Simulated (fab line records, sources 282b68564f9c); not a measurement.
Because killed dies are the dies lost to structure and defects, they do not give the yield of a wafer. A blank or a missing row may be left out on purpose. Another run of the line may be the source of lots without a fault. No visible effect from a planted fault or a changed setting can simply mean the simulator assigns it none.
Comparing a struck lot with a sound one | flow rit-cmos | 15 out of 202 route steps
Sound: the wafers L683.3, L683.4, L683.5. Wafers L701.4, L701.5, L701.6 were the ones struck. Last of all comes the cause.
Per side, at each step with rows, come the tool, then ch with its chambers, and then its first start. Under that, the readings that differ: sound wafers | struck wafers | difference of the means | sigmas: that difference in standard deviations of wafers without a fault.
alike: readings whose means differ by less than 2 such deviations, and words and numbers that are the same on both sides. not compared: withheld readings, readings that some wafer has no value for, bounds like >300 that may hide the same value, and numbers for which the record gives no deviation and whose values overlap.
A row with sigmas, a row that says differs or no value, or rows on one side alone: a step with any of these is where the two part. When numbers do not overlap yet have no deviation, they are printed without sigmas and do not part them. A reading missing from all wafers of one side parts the sides only when that side holds two or more wafers.

RIT_GATE_STRIP_20: strips in O2, time 180 s.
  sound on plasma-asher-01 ch 0,1, day 3 14:50; struck on plasma-asher-03 ch 0,1, day 7 09:50
  alike: drypump-motor-current-A
  not compared: rf-hours-counter-h
RIT_GATE_CD_MEAS_90: the cd target is 150 nm.
  sound on cd-sem-01 at day 3 14:59; struck on cd-sem-02 at day 7 10:01
  alike: cd-nm
then, 4 steps without rows for these wafers: RIT_REOX_CLEAN_00 (cleans in SC1, time 600 s); RIT_REOX_CLEAN_01 (cleans in dHF, time 30 s); RIT_REOX_CLEAN_02 (cleans in SC2, time 600 s); RIT_REOX_OXIDATION_03 (target thk 25.2 nm, ox time 5580 s).
RIT_REOX_THK_MEAS_04:
  sound on film-metro-04 at day 3 18:01; struck on film-metro-04 at day 7 13:03
  alike: REOX_OXIDE_THK
then, 5 steps without rows for these wafers: RIT_NLDD_HMDS_00 (prime time 60 s); RIT_NLDD_COAT_01 (resist thk 1000 nm); RIT_NLDD_SOFTBAKE_02 (time 60 s); RIT_NLDD_EXPOSE_03 (exposes mask M7, target cd 40700 nm); RIT_NLDD_PEB_04.
RIT_NLDD_DEVELOP_05: develop time 50 s.
  sound on litho-track-02 ch 0, day 3 18:00; struck on litho-track-04 ch 0, day 7 13:00
  reading              | sound             | struck            | difference | sigmas
  developer-temp-C (C) | 22.94 23.01 22.99 | 22.15 22.25 22.05 | -0.83      | -7
RIT_NLDD_OVL_MEAS_06:
  sound on overlay-02 at day 3 18:55; struck on overlay-02 at day 7 13:57
  reading       | sound          | struck      | difference | sigmas
  NLDD_OVL (nm) | -2.4 -0.6 -2.5 | 2.1 1.5 1.7 | +3.6       | +2
RIT_M1_PROBE_99:
  rows exist in the record for the sound wafers here (prober-01, day 4 10:13), none for the struck ones

## WHERE THEY PART
Earliest at RIT_NLDD_DEVELOP_05; latest, in this record, at RIT_M1_PROBE_99.

WHY: the cause the simulator had injected
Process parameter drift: litho-track-04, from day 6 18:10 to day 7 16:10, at RIT_NLDD_DEVELOP_05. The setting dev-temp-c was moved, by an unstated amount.
